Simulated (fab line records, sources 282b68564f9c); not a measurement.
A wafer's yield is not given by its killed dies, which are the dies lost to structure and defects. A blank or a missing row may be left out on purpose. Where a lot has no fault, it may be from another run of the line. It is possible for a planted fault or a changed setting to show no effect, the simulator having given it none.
Split-lot study / flow rit cmos / on a route of 202 steps: 5 lots, 23 wafers read

ABOUT THE SPLIT
At RIT_FOX2_OXIDATION_00 (target thk 350.7 nm, ox time 1130 s), the setting temp c was moved away from the recipe's 1100 C on 20 of the 23 wafers read, by -2.9% to +2.9%. All remaining wafers had this setting at the recipe value.

FROM THE SPLIT TO THE READING: what the file shows between them, 17 steps
- RIT_FOX2_THK_MEAS_01
- RIT_FOX2_CLEAN_02: cleans in dHF, time 180 s
- RIT_FOX2_WET_ETCH_03: etches Si3N4 in H3PO4, target depth 195 nm, time 2700 s
- RIT_FOX2_THK_MEAS_90
- RIT_PWELL_COAT_01: resist thk 1300 nm (also split here: resist thk nm)
- RIT_PWELL_SOFTBAKE_02: time 60 s
- RIT_PWELL_EXPOSE_03: exposes mask M3, target cd 43700 nm
- RIT_PWELL_DEVELOP_05: develop time 68 s
- RIT_PWELL_HARDBAKE_07: time 120 s
- RIT_NRETRO_COAT_01: resist thk 1300 nm (also split here: resist thk nm)
- RIT_NRETRO_DEVELOP_05: develop time 68 s (also split here: develop time s)
- RIT_NRETRO_HARDBAKE_07: time 120 s
- RIT_PRETRO_IMPLANT_08 (also split here: dose cm2)
- RIT_PRETRO_STRIP_09: strips in O2, time 180 s
- RIT_PRETRO_TW_MEAS_10
- RIT_GATE_WET_ETCH_00: etches SiO2 in BOE, target depth 56 nm, time 60 s
- RIT_GATE_CLEAN_04: cleans in dHF, time 60 s (also split here: time s)

THE READING
FIELD_OXIDE_LEFT_2_THK (nm), taken at RIT_FOX2_THK_MEAS_91. Typical for fault-free wafers on this fab line: 263 nm, with standard deviation 5.1 nm.

wafer=L075.2; tool, chamber at the split=-, -; temp c as run, C=1132; against the recipe=+2.9%; FIELD_OXIDE_LEFT_2_THK, nm=313; against lot-mates on the recipe=no lot-mate on the recipe
wafer=L075.3; tool, chamber at the split=-, -; temp c as run, C=1132; against the recipe=+2.9%; FIELD_OXIDE_LEFT_2_THK, nm=318; against lot-mates on the recipe=no lot-mate on the recipe
wafer=L075.4; tool, chamber at the split=-, -; temp c as run, C=1132; against the recipe=+2.9%; FIELD_OXIDE_LEFT_2_THK, nm=314; against lot-mates on the recipe=no lot-mate on the recipe
wafer=L075.5; tool, chamber at the split=-, -; temp c as run, C=1132; against the recipe=+2.9%; FIELD_OXIDE_LEFT_2_THK, nm=315; against lot-mates on the recipe=no lot-mate on the recipe
wafer=L075.6; tool, chamber at the split=-, -; temp c as run, C=1132; against the recipe=+2.9%; FIELD_OXIDE_LEFT_2_THK, nm=320; against lot-mates on the recipe=no lot-mate on the recipe
wafer=L076.1; tool, chamber at the split=-, -; temp c as run, C=1090; against the recipe=-0.9%; FIELD_OXIDE_LEFT_2_THK, nm=244; against lot-mates on the recipe=no lot-mate on the recipe
wafer=L076.2; tool, chamber at the split=-, -; temp c as run, C=1090; against the recipe=-0.9%; FIELD_OXIDE_LEFT_2_THK, nm=241; against lot-mates on the recipe=no lot-mate on the recipe
wafer=L076.3; tool, chamber at the split=-, -; temp c as run, C=1090; against the recipe=-0.9%; FIELD_OXIDE_LEFT_2_THK, nm=245; against lot-mates on the recipe=no lot-mate on the recipe
wafer=L076.4; tool, chamber at the split=-, -; temp c as run, C=1090; against the recipe=-0.9%; FIELD_OXIDE_LEFT_2_THK, nm=238; against lot-mates on the recipe=no lot-mate on the recipe
wafer=L076.5; tool, chamber at the split=-, -; temp c as run, C=1090; against the recipe=-0.9%; FIELD_OXIDE_LEFT_2_THK, nm=244; against lot-mates on the recipe=no lot-mate on the recipe
wafer=L078.1; tool, chamber at the split=-, -; temp c as run, C=1086; against the recipe=-1.3%; FIELD_OXIDE_LEFT_2_THK, nm=232; against lot-mates on the recipe=no lot-mate on the recipe
wafer=L078.2; tool, chamber at the split=-, -; temp c as run, C=1086; against the recipe=-1.3%; FIELD_OXIDE_LEFT_2_THK, nm=234; against lot-mates on the recipe=no lot-mate on the recipe
wafer=L078.4; tool, chamber at the split=-, -; temp c as run, C=1086; against the recipe=-1.3%; FIELD_OXIDE_LEFT_2_THK, nm=235; against lot-mates on the recipe=no lot-mate on the recipe
wafer=L078.5; tool, chamber at the split=-, -; temp c as run, C=1086; against the recipe=-1.3%; FIELD_OXIDE_LEFT_2_THK, nm=229; against lot-mates on the recipe=no lot-mate on the recipe
wafer=L078.6; tool, chamber at the split=-, -; temp c as run, C=1086; against the recipe=-1.3%; FIELD_OXIDE_LEFT_2_THK, nm=231; against lot-mates on the recipe=no lot-mate on the recipe
wafer=L083.2; tool, chamber at the split=furnace-01, 0; temp c as run, C=1100; against the recipe=recipe; FIELD_OXIDE_LEFT_2_THK, nm=266; against lot-mates on the recipe=-
wafer=L083.4; tool, chamber at the split=furnace-01, 0; temp c as run, C=1100; against the recipe=recipe; FIELD_OXIDE_LEFT_2_THK, nm=269; against lot-mates on the recipe=-
wafer=L083.6; tool, chamber at the split=furnace-01, 0; temp c as run, C=1100; against the recipe=recipe; FIELD_OXIDE_LEFT_2_THK, nm=271; against lot-mates on the recipe=-
wafer=L084.1; tool, chamber at the split=-, -; temp c as run, C=1068; against the recipe=-2.9%; FIELD_OXIDE_LEFT_2_THK, nm=209; against lot-mates on the recipe=no lot-mate on the recipe
wafer=L084.2; tool, chamber at the split=-, -; temp c as run, C=1068; against the recipe=-2.9%; FIELD_OXIDE_LEFT_2_THK, nm=218; against lot-mates on the recipe=no lot-mate on the recipe
wafer=L084.3; tool, chamber at the split=-, -; temp c as run, C=1068; against the recipe=-2.9%; FIELD_OXIDE_LEFT_2_THK, nm=210; against lot-mates on the recipe=no lot-mate on the recipe
wafer=L084.4; tool, chamber at the split=-, -; temp c as run, C=1068; against the recipe=-2.9%; FIELD_OXIDE_LEFT_2_THK, nm=210; against lot-mates on the recipe=no lot-mate on the recipe
wafer=L084.5; tool, chamber at the split=-, -; temp c as run, C=1068; against the recipe=-2.9%; FIELD_OXIDE_LEFT_2_THK, nm=208; against lot-mates on the recipe=no lot-mate on the recipe

FIT RESULTS
A straight line over all 23 wafers: FIELD_OXIDE_LEFT_2_THK changes by +18.6 nm for each +1% of temp c; r = +0.99; the points scatter about the line by 5.2 nm.
Too few moved wafers have a lot-mate on the recipe to fit a line with each lot's own level taken away.

THE WHOLE CHAIN: every reading that the file lists as answering this split, in the file's order
step=RIT_FOX2_OXIDATION_00; what it does=target thk 350.7 nm, ox time 1130 s; reading=SiO2_of_FOX2_OXIDATION_00.thk nm (the simulator's own value, which no gauge read); change (the file's fit)=+18.5 nm for each +1% of the setting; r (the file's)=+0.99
step=RIT_FOX2_THK_MEAS_01; what it does=; reading=FOX2_OXIDE_THK; change (the file's fit)=+18.5 for each +1% of the setting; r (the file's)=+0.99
step=RIT_FOX2_THK_MEAS_90; what it does=; reading=FIELD_OXIDE_LEFT_1_THK; change (the file's fit)=+18.4 for each +1% of the setting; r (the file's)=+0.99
step=RIT_GATE_WET_ETCH_00; what it does=etches SiO2 in BOE, target depth 56 nm, time 60 s; reading=SiO2_of_FOX2_OXIDATION_00.thk nm (the simulator's own value, which no gauge read); change (the file's fit)=+18.6 nm for each +1% of the setting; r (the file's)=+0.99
step=RIT_FOX2_THK_MEAS_91; what it does=; reading=FIELD_OXIDE_LEFT_2_THK; change (the file's fit)=+18.6 for each +1% of the setting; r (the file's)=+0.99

THE FILE'S OWN FIT
FIELD_OXIDE_LEFT_2_THK changes by +18.6 nm for each +1% of temp c, r = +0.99.
